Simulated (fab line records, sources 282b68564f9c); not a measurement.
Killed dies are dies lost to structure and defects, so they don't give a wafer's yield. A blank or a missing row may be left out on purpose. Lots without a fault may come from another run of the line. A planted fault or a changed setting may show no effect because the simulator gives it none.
A struck lot beside a sound one | flow rit_cmos | 20 steps out of a route of 202
Sound: wafers L936.1, L936.2, L936.6. Struck: wafers L943.2, L943.4, L943.5. The cause comes at the end.
At each step with rows: each side's tool, then ch and its chambers, then its first start. Under that, the readings that differ: sound wafers | struck wafers | difference of the means | sigmas: that difference in standard deviations of wafers without a fault.
alike: readings whose means differ by less than 2 such deviations, and words and numbers that are the same on both sides. not compared: withheld readings, readings that some wafer has no value for, bounds like >300 that may hide the same value, and numbers for which the record gives no deviation and whose values overlap.
The two part at a step that has a row with sigmas, a row that says differs or no value, or rows on one side only. Numbers that don't overlap but have no deviation are shown without sigmas and don't part them. A reading that every wafer of one side lacks parts them only if that side has two wafers or more.

first, 2 steps without rows for these wafers: RIT_NWELL_HARDBAKE_07 (time 120 s); RIT_NWELL_IMPLANT_08.
RIT_NWELL_STRIP_09: strips in O2, time 180 s.
  sound on plasma_asher-02 ch 0,1, day 2 06:05; struck on plasma_asher-01 ch 0,1, day 3 20:37
  reading                     | sound          | struck         | difference | sigmas
  drypump_motor_current_A (A) | 6.40 6.45 6.40 | 5.75 5.94 5.73 | -0.61      | -2
  not compared: rf_hours_counter_h
RIT_NWELL_TW_MEAS_10:
  sound on film_metro-01, day 2 06:15; struck on film_metro-02, day 3 20:48
  alike: NWELL_TW
then, 6 steps without rows for these wafers: RIT_PWELL_HMDS_00 (prime time 60 s); RIT_PWELL_COAT_01 (resist thk 1300 nm); RIT_PWELL_SOFTBAKE_02 (time 58.85 s); RIT_PWELL_EXPOSE_03 (exposes mask M3, target cd 43700 nm); RIT_PWELL_PEB_04; RIT_PWELL_DEVELOP_05 (develop time 68 s).
RIT_PWELL_OVL_MEAS_06:
  sound on overlay-01, day 2 07:19; struck on overlay-02, day 3 22:00
  alike: PWELL_OVL
then, 1 step without rows for these wafers: RIT_PWELL_HARDBAKE_07 (time 120 s).
RIT_PWELL_IMPLANT_08:
  sound on implanter-02 ch 0, day 2 07:36; struck on implanter-02 ch 0, day 3 22:18
  reading            | sound                         | struck                        | difference | sigmas
  dose_ions_cm2      | 7.001e+13 7.003e+13 6.995e+13 | 5.532e+13 5.515e+13 5.522e+13 | -1.477e+13 | -99 or more
  faraday_current_uA | 220 227 214                   | 175 179 181                   | -42        | -10
  alike: beam_on_s
RIT_PWELL_STRIP_09: strips in O2, time 180 s.
  sound on plasma_asher-03 ch 0,1, day 2 07:45; struck on plasma_asher-04 ch 0,1, day 3 22:26
  reading                     | sound       | struck      | difference | sigmas
  drypump_motor_current_A (A) | 5.1 5.2 5.1 | 6.0 6.0 6.0 | +0.9       | +2
  not compared: rf_hours_counter_h
RIT_PWELL_TW_MEAS_10:
  sound on film_metro-04, day 2 07:56; struck on film_metro-02, day 3 22:37
  reading  | sound       | struck      | difference | sigmas
  PWELL_TW | 941 947 945 | 882 892 893 | -55        | -8
then, 1 step without rows for these wafers: RIT_WELLDRIVE_ANNEAL_00 (time 14700 s).
RIT_WELLDRIVE_RS_MEAS_01: measures by four-point-probe.
  sound on film_metro-01, day 2 15:05; struck on film_metro-01, day 4 05:10
  alike: NWELL_RS
RIT_WELLDRIVE_RS_MEAS_02: measures by four-point-probe.
  sound on film_metro-01, day 2 15:13; struck on film_metro-01, day 4 05:17
  reading           | sound             | struck            | difference | sigmas
  PWELL_RS (ohm/sq) | 428.8 428.4 427.6 | 499.2 497.5 498.3 | +70.1      | +58
then, 1 step without rows for these wafers: RIT_NRETRO_HMDS_00 (prime time 60 s).
RIT_M1_PROBE_99:
  sound on prober-01, day 4 02:55; struck on prober-01, day 5 13:14
  reading                             | sound             | struck            | difference | sigmas
  model.etest.nmos_0p3.r_on_ohm_um    | 2247 2224 2206    | 1950 1984 1977    | -255       |
  model.etest.pwell_pinched.rs_ohm_sq | 468.2 461.6 470   | 516.8 523.4 526.5 | +55.6      |
  model.etest.pwell.rs_ohm_sq         | 422.2 416.6 420.7 | 474.3 474.4 477.6 | +55.6      |
  model.etest.nmos_0p15.r_on_ohm_um   | 1209 1190 1174    | 1061 1066 1063    | -128       |
  model.etest.nmos_turned.drive_ua_um | 287.9 288.1 307.4 | 377.6 380.6 394.4 | +89.7      |
  model.etest.nmos_0p15.drive_ua_um   | 452.6 455.6 469.9 | 505.6 511.1 513.4 | +50.7      |
  model.etest.nmos_narrow.drive_ua_um | 227.2 228.5 231.1 | 274 274.3 271.9   | +44        |
  model.etest.nmos_0p3.drive_ua_um    | 220.4 221.8 223.6 | 262.6 264.7 261.3 | +40.9      |
  alike: killed_at_contacts, killed_at_front_end, killed_dies, killed_on_rim, killed_open, killed_short

WHERE THEY PART
First at RIT_NWELL_STRIP_09; last, within this record, at RIT_WELLDRIVE_RS_MEAS_02. Later steps at which nothing parts them and some readings are alike: RIT_M1_PROBE_99.

WHY: what the simulator had put in
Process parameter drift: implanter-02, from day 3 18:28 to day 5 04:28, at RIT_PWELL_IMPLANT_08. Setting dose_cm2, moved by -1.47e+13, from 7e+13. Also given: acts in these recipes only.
